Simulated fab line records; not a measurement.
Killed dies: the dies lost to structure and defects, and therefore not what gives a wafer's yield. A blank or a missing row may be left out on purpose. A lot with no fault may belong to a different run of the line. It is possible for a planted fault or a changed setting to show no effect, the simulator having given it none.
The tool behind it: which one? + flow berkeley-cmos170 + Sampling: 14 lots, 41 wafers, 3 of 331 route steps

## WHAT THE GAUGES READ, wafer by wafer
UCB170_V1_BOW_MEAS_03. Usual: V1_BOW typically reads 18 um, with standard deviation 6.9.
| lot  | measured     | on            | V1_BOW (um) | flag |
|------|--------------|---------------|-------------|------|
| L368 | day 7 00:13  | film-metro-01 | 17 19 10    |      |
| L370 | day 7 11:05  | film-metro-01 | 23 11 21    |      |
| L369 | day 7 11:25  | film-metro-02 | 17 24 21    |      |
| L371 | day 7 16:44  | film-metro-02 | 17 25 19    |      |
| L375 | day 8 10:00  | film-metro-03 | 22 20 17    |      |
| L378 | day 9 18:02  | film-metro-01 | 10 21 6     |      |
| L379 | day 9 18:00  | film-metro-03 | 21 18 20    |      |
| L380 | day 10 07:56 | film-metro-02 | 7 29        |      |
| L383 | day 11 04:05 | film-metro-01 | 10 21 11    |      |
| L386 | day 11 04:08 | film-metro-02 | 4 20 30     |      |
| L388 | day 12 01:25 | film-metro-03 | 13 5 24     |      |
| L389 | day 12 01:43 | film-metro-01 | 1 17 22     |      |
| L390 | day 12 01:46 | film-metro-03 | 36 12 12    |      |
| L391 | day 13 02:51 | film-metro-03 | 22 16 19    |      |

## WHICH TOOL RAN EACH LOT (tool, then ch and the chambers of the sampled wafers, then the start)
| lot  | UCB170_CONTACT_STRIP_06              | UCB170_CONTACT_ETCH_18                        |
|------|--------------------------------------|-----------------------------------------------|
| L368 | plasma-asher-01 ch 0,1, day 6 14:56  | rie-diel-03 ch 0,1, day 7 00:13 or earlier    |
| L370 | plasma-asher-02 ch 0,1, day 7 00:52  | rie-diel-01 ch 0,1, day 7 11:05 or earlier    |
| L369 | plasma-asher-02 ch 0,1, day 7 01:24  | rie-diel-02 ch 1,3, day 7 11:25 or earlier    |
| L371 | plasma-asher-02 ch 0,1, day 7 06:46  | rie-diel-02 ch 0,1,3, day 7 16:44 or earlier  |
| L375 | plasma-asher-01 ch 0,1, day 7 22:14  | rie-diel-03 ch 2,3, day 8 10:00 or earlier    |
| L378 | plasma-asher-01 ch 0,1, day 9 05:43  | rie-diel-02 ch 0,1,3, day 9 18:02 or earlier  |
| L379 | plasma-asher-02 ch 0, day 9 06:07    | rie-diel-01 ch 0,2,3, day 9 18:00 or earlier  |
| L380 | plasma-asher-01 ch 1, day 9 23:03    | rie-diel-03 ch 1,2, day 10 07:56 or earlier   |
| L383 | plasma-asher-02 ch 0,1, day 10 11:48 | rie-diel-02 ch 1,3, day 11 04:05 or earlier   |
| L386 | plasma-asher-01 ch 0,1, day 10 22:17 | rie-diel-02 ch 1,2,3, day 11 04:08 or earlier |
| L388 | plasma-asher-04 ch 0,1, day 11 14:41 | rie-diel-01 ch 1,2,3, day 12 01:25 or earlier |
| L389 | plasma-asher-01 ch 0,1, day 11 14:41 | rie-diel-02 ch 2,3, day 12 01:43 or earlier   |
| L390 | plasma-asher-04 ch 0,1, day 11 15:10 | rie-diel-02 ch 1,2, day 12 01:46 or earlier   |
| L391 | plasma-asher-04 ch 0,1, day 12 20:16 | rie-diel-03 ch 0,1,2, day 13 02:51 or earlier |
- UCB170_CONTACT_STRIP_06: strips in O2.
- UCB170_CONTACT_ETCH_18: etches PSG in CHF3/CF4/Ar, stops on TiSi2, target depth 840 nm, time 195 s.

## WHAT THE TOOLS THEMSELVES READ (means of the sampled wafers that have a number; where no wafer has one, the mark that the record gives instead)
UCB170_CONTACT_STRIP_06. Usual: drypump-motor-current-A 5.5 A, standard deviation 0.65; oes-product-au 0.734 a.u., standard deviation 0.0047; strip-time-to-endpoint-s 21.97 s, standard deviation 0.062.
| lot  | tool            | drypump-motor-current-A (A) | oes-product-au (a.u.) | strip-time-to-endpoint-s (s) | flag |
|------|-----------------|-----------------------------|-----------------------|------------------------------|------|
| L368 | plasma-asher-01 | 5.0                         | 0.734                 | 21.99                        |      |
| L370 | plasma-asher-02 | 6.1                         | 0.734                 | 21.93                        |      |
| L369 | plasma-asher-02 | 5.7                         | 0.736                 | 21.97                        |      |
| L371 | plasma-asher-02 | 6.1                         | 0.733                 | 22.05                        |      |
| L375 | plasma-asher-01 | 5.0                         | 0.734                 | 21.94                        |      |
| L378 | plasma-asher-01 | 5.0                         | 0.737                 | 22.03                        |      |
| L379 | plasma-asher-02 | 5.3                         | 0.732                 | 21.91                        |      |
| L380 | plasma-asher-01 | 4.8                         | 0.730                 | 21.98                        |      |
| L383 | plasma-asher-02 | 5.7                         | 0.736                 | 21.93                        |      |
| L386 | plasma-asher-01 | 5.0                         | 0.735                 | 21.86                        |      |
| L388 | plasma-asher-04 | 5.9                         | 0.736                 | 22.00                        |      |
| L389 | plasma-asher-01 | 5.0                         | 0.734                 | 22.02                        |      |
| L390 | plasma-asher-04 | 5.4                         | 0.734                 | 22.06                        |      |
| L391 | plasma-asher-04 | 5.4                         | 0.743                 | 21.98                        |      |

UCB170_CONTACT_ETCH_18. Usual: drypump-motor-current-A 5.8 A, standard deviation 0.59; oes-product-au 0.890 a.u., standard deviation 0.014; throttle-valve-pct 6.87 %, standard deviation 0.12.
| lot  | tool        | drypump-motor-current-A (A) | oes-product-au (a.u.) | throttle-valve-pct (%) | flag |
|------|-------------|-----------------------------|-----------------------|------------------------|------|
| L368 | rie-diel-03 | 5.2                         | 0.885                 | 6.81                   |      |
| L370 | rie-diel-01 | 5.5                         | 0.906                 | 7.07                   |      |
| L369 | rie-diel-02 | 6.3                         | 0.886                 | 6.78                   |      |
| L371 | rie-diel-02 | 6.3                         | 0.888                 | 6.79                   |      |
| L375 | rie-diel-03 | 5.5                         | 0.890                 | 6.81                   |      |
| L378 | rie-diel-02 | 6.3                         | 0.883                 | 6.80                   |      |
| L379 | rie-diel-01 | 5.8                         | 0.888                 | 6.93                   |      |
| L380 | rie-diel-03 | 5.7                         | 0.889                 | 6.79                   |      |
| L383 | rie-diel-02 | 5.9                         | 0.874                 | 6.80                   |      |
| L386 | rie-diel-02 | 5.9                         | 0.880                 | 6.86                   |      |
| L388 | rie-diel-01 | 5.4                         | 0.905                 | 6.91                   |      |
| L389 | rie-diel-02 | 5.5                         | 0.879                 | 6.94                   |      |
| L390 | rie-diel-02 | 5.8                         | 0.888                 | 6.90                   |      |
| L391 | rie-diel-03 | 5.6                         | 0.895                 | 6.81                   |      |

## THE ANSWER, worked out from the rows above alone
Rule: a lot is off if the mean of its wafers that have a number lies more than 3 standard deviations from the usual mean. A lot without any number at a reading at which 4 lots or more have one is off too. The other lots that the step has rows for count as sound. After the gauges, taken in route order, come the tools' own readings; for these a lot's mean is taken, as printed above. At the first step where some lot is off, the reading lying furthest off is the one used; lots without a number count as furthest.
No lot is off at any reading shown: from this, nothing can be told.

## WHAT THE SIMULATOR PUT IN
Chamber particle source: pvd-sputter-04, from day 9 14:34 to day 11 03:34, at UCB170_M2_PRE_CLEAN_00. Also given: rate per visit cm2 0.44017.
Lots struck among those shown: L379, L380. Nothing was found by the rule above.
